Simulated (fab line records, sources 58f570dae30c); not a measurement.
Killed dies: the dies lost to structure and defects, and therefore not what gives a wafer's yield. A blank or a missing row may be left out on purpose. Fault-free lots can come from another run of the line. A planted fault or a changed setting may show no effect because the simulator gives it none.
A lot that was struck, set against a sound lot / flow berkeley-cmos170 / 13 out of 331 route steps
Sound: wafers L952.3, L952.5, L952.6. The struck wafers were L955.1, L955.3, L955.6. The cause comes at the end.
Each step with rows lists, per side, the tool, then ch with its chambers, then its first start. Under that, the readings that differ: sound wafers / struck wafers / difference of the means / sigmas: that difference in standard deviations of wafers without a fault.
alike: readings with means less than 2 such deviations apart, plus words and numbers identical on both sides. not compared: withheld readings, readings lacking a value on some wafer, bounds such as >300 that could conceal the same value, and numbers that have no deviation in the record and whose values overlap.
Wherever a step has rows on one side only, a row that says differs or no value, or a row with sigmas, the two part there. Non-overlapping numbers with no deviation appear without sigmas and do not part them. A reading that every wafer of one side lacks parts them only if that side has two wafers or more.

UCB170_START_BOW_MEAS_00:
  sound on film-metro-03, day 3 02:02; struck on film-metro-03, day 3 17:00
  alike: INCOMING_BOW
then, 2 steps without rows for these wafers: UCB170_START_CLEAN_01 (cleans in dHF, time 60 s); UCB170_START_OXIDATION_02 (target thk 20 nm, ox time 1800 s).
UCB170_START_THK_MEAS_03:
  sound on film-metro-03, day 3 04:28; struck on film-metro-03, day 4 00:10
  alike: START_OXIDE_THK
then, 3 steps without rows for these wafers: UCB170_START_ANNEAL_04 (time 1200 s); UCB170_ZERO_HMDS_00 (prime time 60 s); UCB170_ZERO_COAT_01 (resist thk 900 nm).
UCB170_ZERO_SOFTBAKE_02: time 60 s.
  sound on litho-track-01 ch 0, day 3 08:37; struck on litho-track-01 ch 0, day 4 04:57
reading=heater-power-total-W (W); sound=56.79 56.75 56.90; struck=53.64 53.75 53.64; difference=-3.14; sigmas=-70
reading=plate-temp-C (C); sound=129.91 129.85 129.95; struck=124.46 124.67 124.42; difference=-5.39; sigmas=-38
  alike: exhaust-pa
then, 2 steps without rows for these wafers: UCB170_ZERO_EXPOSE_03 (exposes mask PM MARKS, target cd 4000 nm); UCB170_ZERO_PEB_04.
UCB170_ZERO_DEVELOP_05: develop time 45 s.
  sound: litho-track-03 ch 0; struck: litho-track-04 ch 0
  alike: exhaust-pa
  not compared: model.KrF_of_ZERO_COAT_01.thk-nm
UCB170_ZERO_ETCH_06: etches SiO2 in CHF3/CF4/Ar, time 12 s.
  sound on rie-diel-02 ch 0,1,2, day 3 09:07; struck on rie-diel-02 ch 0,3, day 4 08:28
  alike: CHF3_flow_sccm, cf4-flow-sccm, drypump-motor-current-A, oes-product-au, throttle-valve-pct
  not compared: rf-hours-counter-h
UCB170_M3_PROBE_99:
  the record has rows for the sound wafers here (prober-01, day 9 16:07) and none for the struck ones

## WHERE THEY PART
Earliest at UCB170_ZERO_SOFTBAKE_02; latest, in this record, at UCB170_M3_PROBE_99.

WHY: whatever the simulator had introduced
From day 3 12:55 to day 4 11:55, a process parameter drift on litho-track-01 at UCB170_ZERO_SOFTBAKE_02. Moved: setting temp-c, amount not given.
